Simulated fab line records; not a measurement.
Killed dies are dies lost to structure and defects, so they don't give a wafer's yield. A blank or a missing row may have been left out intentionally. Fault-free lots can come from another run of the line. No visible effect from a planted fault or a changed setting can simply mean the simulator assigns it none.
Commonality check across tools :: flow berkeley_cmos170 :: 42 wafers sampled across 14 lots

## THE REASON FOR OPENING IT
UCB170_NWELL_THK_MEAS_05, reading NWELL_NITRIDE_THK: flagged on 2 of 14 lots. No-fault wafers: 223.7 nm, standard deviation 1.9.
Rule: a lot gets a flag if all its wafers with a number sit over 4 standard deviations from that mean, or if no wafer of it has a number. As for the other lots, they are considered sound.

lot: L171
measured: day 2 10:20
on: film_metro-04
NWELL_NITRIDE_THK (nm), wafer by wafer: 223.2 226.7 225.1
flag: 

lot: L172
measured: day 2 12:43
on: film_metro-02
NWELL_NITRIDE_THK (nm), wafer by wafer: 224.1 222.7 222.2
flag: 

lot: L173
measured: day 2 22:23
on: film_metro-02
NWELL_NITRIDE_THK (nm), wafer by wafer: 226.3 225.7 227.2
flag: 

lot: L174
measured: day 2 22:23
on: film_metro-04
NWELL_NITRIDE_THK (nm), wafer by wafer: 227.1 225.7 228.4
flag: 

lot: L175
measured: day 3 06:34
on: film_metro-04
NWELL_NITRIDE_THK (nm), wafer by wafer: 222.6 224.5 223.7
flag: 

lot: L177
measured: day 3 06:35
on: film_metro-03
NWELL_NITRIDE_THK (nm), wafer by wafer: 223.8 224.3 222.6
flag: 

lot: L179
measured: day 3 19:28
on: film_metro-02
NWELL_NITRIDE_THK (nm), wafer by wafer: 225.1 225.9 224.0
flag: 

lot: L180
measured: day 4 03:16
on: film_metro-03
NWELL_NITRIDE_THK (nm), wafer by wafer: 222.8 222.6 224.6
flag: 

lot: L181
measured: day 4 07:13
on: film_metro-02
NWELL_NITRIDE_THK (nm), wafer by wafer: 223.3 222.4 223.0
flag: 

lot: L182
measured: day 4 11:46
on: film_metro-03
NWELL_NITRIDE_THK (nm), wafer by wafer: 224.7 222.6 224.5
flag: 

lot: L183
measured: day 4 17:22
on: film_metro-04
NWELL_NITRIDE_THK (nm), wafer by wafer: 224.6 224.7 226.9
flag: 

lot: L184
measured: day 4 23:52
on: film_metro-02
NWELL_NITRIDE_THK (nm), wafer by wafer: 450.2 448.7 445.3
flag: FLAGGED

lot: L189
measured: day 5 19:02
on: film_metro-02
NWELL_NITRIDE_THK (nm), wafer by wafer: 221.1 221.3 222.3
flag: 

lot: L191
measured: day 6 11:46
on: film_metro-02
NWELL_NITRIDE_THK (nm), wafer by wafer: 443.4 443.7 440.4
flag: FLAGGED
Averaged over the flagged lots the numbers come to 445.3 nm, +221.6 nm from the usual (+99 or more standard deviations).

## EACH LOT AND THE TOOL IT RAN ON
The record keeps 1 process step preceding the reading, out of 331 steps on the route. Every cell lists first the tool, next ch and the chambers used by the sampled wafers, and last the start.
lot: L171
flag: 
UCB170_NWELL_CVD_04: lpcvd-02 ch 1, day 2 08:25

lot: L172
flag: 
UCB170_NWELL_CVD_04: lpcvd-01 ch 1, day 2 10:46

lot: L173
flag: 
UCB170_NWELL_CVD_04: lpcvd-02 ch 0, day 2 20:28

lot: L174
flag: 
UCB170_NWELL_CVD_04: lpcvd-02 ch 0, day 2 20:28

lot: L175
flag: 
UCB170_NWELL_CVD_04: lpcvd-01 ch 1, day 3 04:37

lot: L177
flag: 
UCB170_NWELL_CVD_04: lpcvd-01 ch 0, day 3 04:37

lot: L179
flag: 
UCB170_NWELL_CVD_04: lpcvd-01 ch 0, day 3 17:32

lot: L180
flag: 
UCB170_NWELL_CVD_04: lpcvd-01 ch 0, day 4 01:19

lot: L181
flag: 
UCB170_NWELL_CVD_04: lpcvd-02 ch 0, day 4 04:13

lot: L182
flag: 
UCB170_NWELL_CVD_04: lpcvd-02 ch 1, day 4 09:49

lot: L183
flag: 
UCB170_NWELL_CVD_04: lpcvd-02 ch 0, day 4 15:25

lot: L184
flag: FLAGGED
UCB170_NWELL_CVD_04: lpcvd-01 ch 1, day 4 19:21

lot: L189
flag: 
UCB170_NWELL_CVD_04: lpcvd-02 ch 0, day 5 17:05

lot: L191
flag: FLAGGED
UCB170_NWELL_CVD_04: lpcvd-02 ch 1, day 6 06:19 and lpcvd-01 ch 1, day 6 09:47
What these steps do:
- UCB170_NWELL_CVD_04: deposits Si3N4 from SiH2Cl2/NH3, target thk 224 nm, time 3360 s.
- UCB170_NWELL_THK_MEAS_05

## FLAGGED OVER TOTAL, TOOL BY TOOL (the gauges that took the reading come last)
step: UCB170_NWELL_CVD_04
tool: lpcvd-01
lots run: 7
flagged: 2
share of the flagged lots: all
sound lots run after its first flagged lot: 0

step: UCB170_NWELL_CVD_04
tool: lpcvd-02
lots run: 8
flagged: 1
share of the flagged lots: some
sound lots run after its first flagged lot: 0

step: UCB170_NWELL_THK_MEAS_05
tool: film_metro-02
lots run: 7
flagged: 2
share of the flagged lots: all
sound lots run after its first flagged lot: 1 (L189)

step: UCB170_NWELL_THK_MEAS_05
tool: film_metro-03
lots run: 3
flagged: 0
share of the flagged lots: none
sound lots run after its first flagged lot: -

step: UCB170_NWELL_THK_MEAS_05
tool: film_metro-04
lots run: 4
flagged: 0
share of the flagged lots: none
sound lots run after its first flagged lot: -

## WHAT THE TABLE ALLOWS
In 2 table rows, all flagged lots were run: lpcvd-01 (UCB170_NWELL_CVD_04), film_metro-02 (UCB170_NWELL_THK_MEAS_05).
- lpcvd-01 at UCB170_NWELL_CVD_04 ran 7 lots, 2 of them flagged. Last sound lot L180 at day 4 01:19, first flagged lot L184 at day 4 19:21; a fault beginning in between fits.
- film_metro-02 at UCB170_NWELL_THK_MEAS_05 ran 7 lots, 2 of them flagged. Lots that were sound ran on it after the first flagged one (L189); a persistent fault on the entire tool would not allow that.
One tool is left: lpcvd-01 at UCB170_NWELL_CVD_04.

## WHAT THE SIMULATOR HAD INSERTED
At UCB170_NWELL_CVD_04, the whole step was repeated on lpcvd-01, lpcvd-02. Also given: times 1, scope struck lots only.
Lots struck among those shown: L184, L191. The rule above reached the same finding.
